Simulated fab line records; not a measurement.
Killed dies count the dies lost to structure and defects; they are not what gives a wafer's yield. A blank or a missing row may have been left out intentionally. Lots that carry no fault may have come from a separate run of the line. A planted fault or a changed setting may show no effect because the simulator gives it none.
A lot that was struck, set against a sound lot / flow rit-cmos / 14 steps out of a route of 202
Sound: these wafers, L965.4, L965.5, L965.6. The struck wafers were L983.1, L983.3, L983.5. At the end, the cause is stated.
Per side, at each step with rows, come the tool, then ch with its chambers, and then its first start. Under that, the readings that differ: sound wafers / struck wafers / difference of the means / sigmas: that difference in standard deviations of wafers without a fault.
alike: same words and numbers on both sides, and readings whose means sit less than 2 such deviations apart. not compared: any withheld reading, any reading some wafer has no value for, any bound like >300 that may hide the same value, and any number with overlapping values for which the record gives no deviation.
Wherever a step has rows on one side only, a row that says differs or no value, or a row with sigmas, the two part there. Numbers that have no deviation but don't overlap get no sigmas and don't part them. A reading missing from all wafers of one side parts the sides only when that side holds two or more wafers.

RIT_PLDD_TW_MEAS_10:
  sound: film-metro-02 at day 3 08:30; struck: film-metro-04 at day 7 05:02
  alike: PLDD_TW
then, 4 steps without rows for these wafers: RIT_SPACER_CLEAN_00 (cleans in SC1, time 600 s); RIT_SPACER_CLEAN_01 (cleans in dHF, time 29.24 s); RIT_SPACER_CLEAN_02 (cleans in SC2, time 600 s); RIT_SPACER_CVD_03 (deposits Si3N4 from SiH2Cl2/NH3, target thk 250 nm, time 3300 s).
RIT_SPACER_THK_MEAS_04:
  sound: film-metro-03 at day 3 10:50; struck: film-metro-01 at day 7 08:14
  alike: SPACER_NITRIDE_THK
RIT_SPACER_ETCHBACK_05: etches Si3N4 in SF6/CHF3, stops on SiO2, target depth 250 nm, time 240 s.
  sound on rie-diel-01 ch 0,2,3, day 3 10:52; struck on rie-diel-02 ch 2,3, day 7 08:18
  alike: SF6_flow_sccm, drypump-motor-current-A, oes-product-au, throttle-valve-pct
  not compared: rf-hours-counter-h
then, 5 steps without rows for these wafers: RIT_NSD_HMDS_00 (prime time 60 s); RIT_NSD_COAT_01 (resist thk 1000 nm); RIT_NSD_SOFTBAKE_02 (time 60 s); RIT_NSD_EXPOSE_03 (exposes mask M9, target cd 40700 nm); RIT_NSD_PEB_04.
RIT_NSD_DEVELOP_05: develop time 50 s.
  struck on litho-track-04, day 7 09:00; sound on litho-track-02 ch 0, day 3 11:00
  no value came back on the struck wafers for chill-plate-temp-C (C), develop-time-s (s); on the sound wafers chill-plate-temp-C (C) reads 22.93 23.03 23.06
RIT_NSD_OVL_MEAS_06:
  sound: overlay-02 at day 3 11:53; struck: overlay-02 at day 7 09:18
reading=NSD_OVL (nm); sound=-2.9 -1.7 -2.8; struck=- - -; difference=no value on the struck wafers; sigmas=

== WHERE THEY PART ==
Last at RIT_NSD_OVL_MEAS_06 as far as this record goes, first at RIT_NSD_DEVELOP_05.

WHY: whatever the simulator had introduced
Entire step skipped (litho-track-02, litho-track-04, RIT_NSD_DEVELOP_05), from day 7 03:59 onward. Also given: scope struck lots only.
